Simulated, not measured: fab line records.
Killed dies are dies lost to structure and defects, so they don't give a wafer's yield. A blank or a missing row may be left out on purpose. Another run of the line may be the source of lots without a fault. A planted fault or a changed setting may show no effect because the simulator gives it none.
A struck lot beside a sound one | flow ritCmos | 18 out of 202 route steps
Sound: these wafers, L129.3, L129.4, L129.5. Wafers L135.2, L135.3, L135.5 were the ones struck. The cause is given at the end.
At each step with rows: each side's tool, then ch and its chambers, then its first start. Under that, the readings that differ: sound wafers | struck wafers | difference of the means | sigmas: that difference in standard deviations of wafers without a fault.
alike: readings whose means differ by less than 2 such deviations, and words and numbers that are the same on both sides. not compared: withheld readings, readings that some wafer has no value for, bounds like >300 that may hide the same value, and numbers for which the record gives no deviation and whose values overlap.
A row with sigmas, a row that says differs or no value, or rows on one side alone: a step with any of these is where the two part. Non-overlapping numbers with no deviation appear without sigmas and do not part them. A reading missing from all wafers of one side parts the sides only when that side holds two or more wafers.

first, 1 step without rows for these wafers: RIT_PWELL_DEVELOP_05 (develop time 68 s).
RIT_PWELL_OVL_MEAS_06:
  struck on overlay-02, day 3 11:15; sound on overlay-01, day 2 06:16
  alike: PWELL_OVL
then, 2 steps without rows for these wafers: RIT_PWELL_HARDBAKE_07 (time 120 s); RIT_PWELL_IMPLANT_08.
RIT_PWELL_STRIP_09: strips in O2, time 180 s.
  sound on plasmaAsher-02 ch 0,1, day 2 06:45; struck on plasmaAsher-02 ch 0,1, day 3 11:41
  alike: chamberPressureMTorr, drypumpMotorCurrentA
  not compared: rfHoursCounterH
RIT_PWELL_TW_MEAS_10:
  struck on filmMetro-02, day 3 11:52; sound on filmMetro-01, day 2 06:53
  alike: PWELL_TW
then, 1 step without rows for these wafers: RIT_WELLDRIVE_ANNEAL_00 (time 14700 s).
RIT_WELLDRIVE_RS_MEAS_01: the measuring method here is four-point-probe.
  struck on filmMetro-04, day 3 17:01; sound on filmMetro-01, day 2 12:03
  alike: NWELL_RS
RIT_WELLDRIVE_RS_MEAS_02: the measuring method here is four-point-probe.
  struck on filmMetro-04, day 3 17:08; sound on filmMetro-01, day 2 12:10
  alike: PWELL_RS
then, 3 steps without rows for these wafers: RIT_NRETRO_HMDS_00 (prime time 60 s); RIT_NRETRO_COAT_01 (resist thk 1300 nm); RIT_NRETRO_SOFTBAKE_02 (time 60 s).
RIT_NRETRO_EXPOSE_03: exposes mask M4, target cd 43900 nm.
  sound on ilineStepper-01 ch 0, day 2 12:52; struck on ilineStepper-01 ch 0, day 3 17:44
reading                      | sound                   | struck         | difference | sigmas
model.NRETRO.overlayXNm (nm) | -0.1199 -0.1199 -0.1199 | 6118 6118 6118 | +6118      | 
  alike: mask
then, 2 steps without rows for these wafers: RIT_NRETRO_PEB_04; RIT_NRETRO_DEVELOP_05 (develop time 68 s).
RIT_NRETRO_OVL_MEAS_06:
  struck on overlay-02, day 3 18:10; sound on overlay-01, day 2 13:16
reading         | sound        | struck | difference                    | sigmas
NRETRO_OVL (nm) | 0.9 -0.7 0.7 | - - -  | no value on the struck wafers | 
then, 1 step without rows for these wafers: RIT_NRETRO_HARDBAKE_07 (time 120 s).
RIT_M1_PROBE_99:
  struck on prober-02, day 4 21:25; sound on prober-02, day 3 22:58
reading                          | sound             | struck            | difference | sigmas
killedAtFrontEnd                 | 5 3 2             | 263 264 264       | +260       | +93
killedDies                       | 5 4 2             | 264 264 264       | +260       | +93
killedOnRim                      | 2 0 0             | 70 70 70          | +69        | +53
model.etest.pmos_0p3.rOnOhmUm    | 6212 6295 6063    | 4983 5080 5059    | -1149      | 
model.etest.pmosTurned.rOnOhmUm  | 3388 3379 3274    | 2606 2663 2650    | -707       | 
model.etest.pmos_0p15.rOnOhmUm   | 2765 2727 2648    | 2155 2239 2204    | -514       | 
model.etest.nmos_0p3.rOnOhmUm    | 2121 2121 2081    | 1860 1896 1878    | -230       | 
model.etest.nmosTurned.driveUaUm | 346 346.3 356.9   | 447.6 432.7 442.6 | +91.2      | 
model.etest.nmos_0p15.driveUaUm  | 482.5 484 495.1   | 580.3 569.3 582.5 | +90.2      | 
model.etest.nmos_0p15.rOnOhmUm   | 1106 1088 1074    | 992.6 1005 1004   | -88.8      | 
model.etest.pmos_0p15.driveUaUm  | 260.9 258.3 267.9 | 366.2 355.6 361.2 | +98.6      | 
  alike: killedAtContacts, killedOpen, killedShort

== WHERE THEY PART ==
First at RIT_NRETRO_OVL_MEAS_06; last, within this record, at RIT_M1_PROBE_99.

WHY: what the simulator had put in
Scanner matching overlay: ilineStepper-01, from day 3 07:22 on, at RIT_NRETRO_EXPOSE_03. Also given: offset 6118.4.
